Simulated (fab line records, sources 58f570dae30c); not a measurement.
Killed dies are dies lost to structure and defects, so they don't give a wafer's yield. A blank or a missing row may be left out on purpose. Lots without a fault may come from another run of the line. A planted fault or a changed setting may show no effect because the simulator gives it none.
Which tool did it? | flow berkeley_cmos170 | 14 lots, 42 wafers sampled, at 4 steps of a route of 331

WHAT THE GAUGES READ, wafer by wafer
UCB170_M1_CD_MEAS_90: target cd 700 nm. Usual: cd_nm 700 nm, standard deviation 3.
lot  | measured     | on        | cd_nm (nm)  | flag
L323 | day 7 23:24  | cd_sem-01 | 700 701 699 |
L324 | day 8 11:04  | cd_sem-02 | 702 701 702 |
L325 | day 8 10:49  | cd_sem-01 | 701 700 705 |
L326 | day 9 04:31  | cd_sem-02 | 703 702 704 |
L328 | day 9 02:36  | cd_sem-02 | 701 704 699 |
L331 | day 10 04:22 | cd_sem-02 | 699 701 698 |
L330 | day 10 06:58 | cd_sem-02 | 677 680 679 | OFF
L329 | day 10 06:37 | cd_sem-02 | 680 676 676 | OFF
L332 | day 10 06:18 | cd_sem-01 | 703 704 702 |
L333 | day 10 05:47 | cd_sem-02 | 702 696 702 |
L338 | day 11 07:38 | cd_sem-02 | 680 684 679 | OFF
L337 | day 11 09:22 | cd_sem-01 | 705 704 699 |
L341 | day 11 20:44 | cd_sem-02 | 700 705 702 |
L346 | day 12 20:53 | cd_sem-02 | 696 695 697 |

WHICH TOOL RAN EACH LOT (tool, then ch and the chambers of the sampled wafers, then the start)
lot  | UCB170_NVT_STRIP_08                  | UCB170_M1_METAL_ETCH_12           | UCB170_M1_STRIP_13
L323 | plasma_asher-02 ch 0,1, day 6 05:30  | rie_metal-04 ch 1, day 7 23:05    | plasma_asher-03 ch 0,1, day 7 23:17
L324 | plasma_asher-02 ch 0,1, day 6 12:42  | rie_metal-01 ch 1, day 8 10:49    | plasma_asher-01 ch 0,1, day 8 10:58
L325 | plasma_asher-02 ch 0,1, day 6 16:09  | rie_metal-04 ch 0,1, day 8 10:35  | plasma_asher-02 ch 0,1, day 8 10:43
L326 | plasma_asher-02 ch 0,1, day 7 09:10  | rie_metal-04 ch 0,1, day 9 04:16  | plasma_asher-02 ch 0, day 9 04:24
L328 | plasma_asher-03 ch 0,1, day 7 09:26  | rie_metal-01 ch 0,1, day 9 02:21  | plasma_asher-03 ch 0,1, day 9 02:29
L331 | plasma_asher-04 ch 0,1, day 7 23:16  | rie_metal-01 ch 0,1, day 10 04:08 | plasma_asher-03 ch 0,1, day 10 04:16
L330 | plasma_asher-02 ch 0,1, day 7 23:49  | rie_metal-01 ch 0,1, day 10 06:44 | plasma_asher-02 ch 0,1, day 10 06:52
L329 | plasma_asher-04 ch 0,1, day 8 00:07  | rie_metal-01 ch 0,1, day 10 06:23 | plasma_asher-02 ch 0,1, day 10 06:31
L332 | plasma_asher-03 ch 0, day 8 05:16    | rie_metal-03 ch 1, day 10 06:04   | plasma_asher-02 ch 0,1, day 10 06:12
L333 | plasma_asher-04 ch 0,1, day 8 12:04  | rie_metal-04 ch 0,1, day 10 05:32 | plasma_asher-03 ch 0,1, day 10 05:40
L338 | plasma_asher-03 ch 0,1, day 9 11:30  | rie_metal-01 ch 0,1, day 11 07:23 | plasma_asher-01 ch 0,1, day 11 07:31
L337 | plasma_asher-02 ch 0,1, day 9 11:44  | rie_metal-04 ch 0,1, day 11 09:08 | plasma_asher-02 ch 0,1, day 11 09:15
L341 | plasma_asher-03 ch 0,1, day 10 02:58 | rie_metal-03 ch 0,1, day 11 20:30 | plasma_asher-03 ch 0,1, day 11 20:38
L346 | plasma_asher-03 ch 0,1, day 11 03:16 | rie_metal-03 ch 0, day 12 20:38   | plasma_asher-02 ch 0,1, day 12 20:47
- UCB170_NVT_STRIP_08: strips in O2.
- UCB170_M1_METAL_ETCH_12: etches Al in Cl2/BCl3, stops on PSG, target depth 780 nm, time 130 s.
- UCB170_M1_STRIP_13: strips in O2.

WHAT THE TOOLS THEMSELVES READ (means of the sampled wafers that have a number; where no wafer has one, the mark that the record gives instead)
UCB170_NVT_STRIP_08. Usual: chamber_pressure_mTorr 3500 mTorr, standard deviation 3.2; drypump_motor_current_A 5.7 A, standard deviation 0.66; oes_product_au 0.734 a.u., standard deviation 0.0041; strip_time_to_endpoint_s 21.65 s, standard deviation 0.066.
lot  | tool            | chamber_pressure_mTorr (mTorr) | drypump_motor_current_A (A) | oes_product_au (a.u.) | strip_time_to_endpoint_s (s) | flag
L323 | plasma_asher-02 | 3500                           | 5.4                         | 0.735                 | 21.55                        |
L324 | plasma_asher-02 | 3501                           | 5.4                         | 0.734                 | 21.55                        |
L325 | plasma_asher-02 | 3500                           | 5.4                         | 0.735                 | 21.59                        |
L326 | plasma_asher-02 | 3501                           | 5.0                         | 0.735                 | 21.69                        |
L328 | plasma_asher-03 | 3501                           | 5.5                         | 0.737                 | 21.70                        |
L331 | plasma_asher-04 | 3501                           | 6.6                         | 0.736                 | 21.67                        |
L330 | plasma_asher-02 | 3500                           | 5.4                         | 0.737                 | 21.60                        |
L329 | plasma_asher-04 | 3501                           | 6.6                         | 0.729                 | 21.62                        |
L332 | plasma_asher-03 | 3503                           | 5.4                         | 0.732                 | 21.59                        |
L333 | plasma_asher-04 | 3499                           | 6.6                         | 0.733                 | 21.65                        |
L338 | plasma_asher-03 | 3501                           | 5.5                         | 0.733                 | 21.60                        |
L337 | plasma_asher-02 | 3500                           | 5.4                         | 0.732                 | 21.61                        |
L341 | plasma_asher-03 | 3502                           | 5.5                         | 0.737                 | 21.72                        |
L346 | plasma_asher-03 | 3502                           | 5.5                         | 0.732                 | 21.73                        |

UCB170_M1_METAL_ETCH_12. Usual: chamber_pressure_mTorr 12.000 mTorr, standard deviation 0.011; drypump_motor_current_A 5.3 A, standard deviation 0.44; oes_product_au 0.847 a.u., standard deviation 0.014; throttle_valve_pct 24.41 %, standard deviation 0.043.
lot  | tool         | chamber_pressure_mTorr (mTorr) | drypump_motor_current_A (A) | oes_product_au (a.u.) | throttle_valve_pct (%) | flag
L323 | rie_metal-04 | 11.993                         | 5.1                         | 0.854                 | 24.45                  |
L324 | rie_metal-01 | 12.006                         | 5.2                         | 0.838                 | 24.43                  |
L325 | rie_metal-04 | 11.993                         | 5.1                         | 0.859                 | 24.45                  |
L326 | rie_metal-04 | 12.006                         | 5.1                         | 0.844                 | 24.45                  |
L328 | rie_metal-01 | 11.999                         | 5.4                         | 0.840                 | 24.40                  |
L331 | rie_metal-01 | 11.992                         | 5.5                         | 0.832                 | 24.37                  |
L330 | rie_metal-01 | 12.001                         | 5.6                         | 0.827                 | 24.36                  |
L329 | rie_metal-01 | 11.999                         | 5.5                         | 0.828                 | 24.36                  |
L332 | rie_metal-03 | 11.994                         | 4.7                         | 0.865                 | 24.40                  |
L333 | rie_metal-04 | 11.997                         | 5.1                         | 0.859                 | 24.44                  |
L338 | rie_metal-01 | 11.992                         | 5.4                         | 0.833                 | 24.40                  |
L337 | rie_metal-04 | 11.991                         | 5.0                         | 0.854                 | 24.44                  |
L341 | rie_metal-03 | 11.997                         | 5.6                         | 0.861                 | 24.38                  |
L346 | rie_metal-03 | 12.003                         | 6.1                         | 0.852                 | 24.38                  |

UCB170_M1_STRIP_13. Usual: chamber_pressure_mTorr 3500 mTorr, standard deviation 3.6; drypump_motor_current_A 5.3 A, standard deviation 0.34; oes_product_au 0.720 a.u., standard deviation 0.0049.
lot  | tool            | chamber_pressure_mTorr (mTorr) | drypump_motor_current_A (A) | oes_product_au (a.u.) | flag
L323 | plasma_asher-03 | 3498                           | 5.5                         | 0.726                 |
L324 | plasma_asher-01 | 3498                           | 5.2                         | 0.724                 |
L325 | plasma_asher-02 | 3500                           | 5.0                         | 0.718                 |
L326 | plasma_asher-02 | 3501                           | 4.7                         | 0.722                 |
L328 | plasma_asher-03 | 3500                           | 5.5                         | 0.719                 |
L331 | plasma_asher-03 | 3500                           | 5.5                         | 0.726                 |
L330 | plasma_asher-02 | 3499                           | 5.0                         | 0.440                 | OFF
L329 | plasma_asher-02 | 3498                           | 5.0                         | 0.456                 | OFF
L332 | plasma_asher-02 | 3503                           | 5.0                         | 0.718                 |
L333 | plasma_asher-03 | 3502                           | 5.4                         | 0.716                 |
L338 | plasma_asher-01 | 3500                           | 5.3                         | 0.445                 | OFF
L337 | plasma_asher-02 | 3501                           | 5.0                         | 0.720                 |
L341 | plasma_asher-03 | 3496                           | 5.5                         | 0.720                 |
L346 | plasma_asher-02 | 3497                           | 5.0                         | 0.718                 |

THE ANSWER, worked out from the rows above alone
Rule: a lot is off if the mean of its wafers that have a number lies more than 3 standard deviations from the usual mean. A lot without any number at a reading at which 4 lots or more have one is off too. The other lots that the step has rows for count as sound. The gauges are gone through in route order, then the tools' own readings, and for those a lot's mean is taken as printed above. The first step at which some lot is off is used, and at that step the reading that is off furthest; a lot without a number counts as furthest.
Off: L330, L329, L338, at UCB170_M1_CD_MEAS_90 (cd_nm).
A tool fits if, at a process step before that reading, it ran every lot that is off, and no sound lot after the first of them. The gauges at UCB170_M1_CD_MEAS_90 aren't tried: what is off there is off at UCB170_M1_STRIP_13 too, on other tools, and a gauge's error can't cause that. One fits: rie_metal-01 at UCB170_M1_METAL_ETCH_12. Its last sound lot is L331 (day 10 04:08), its first lot that is off L329 (day 10 06:23): a fault that began between those two fits.

WHAT THE SIMULATOR HAD PUT IN
Process parameter drift: rie_metal-01, from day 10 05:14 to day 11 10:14, at UCB170_M1_METAL_ETCH_12. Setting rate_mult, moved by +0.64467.
Lots struck among those shown: L329, L330, L338. The rule above found the same.
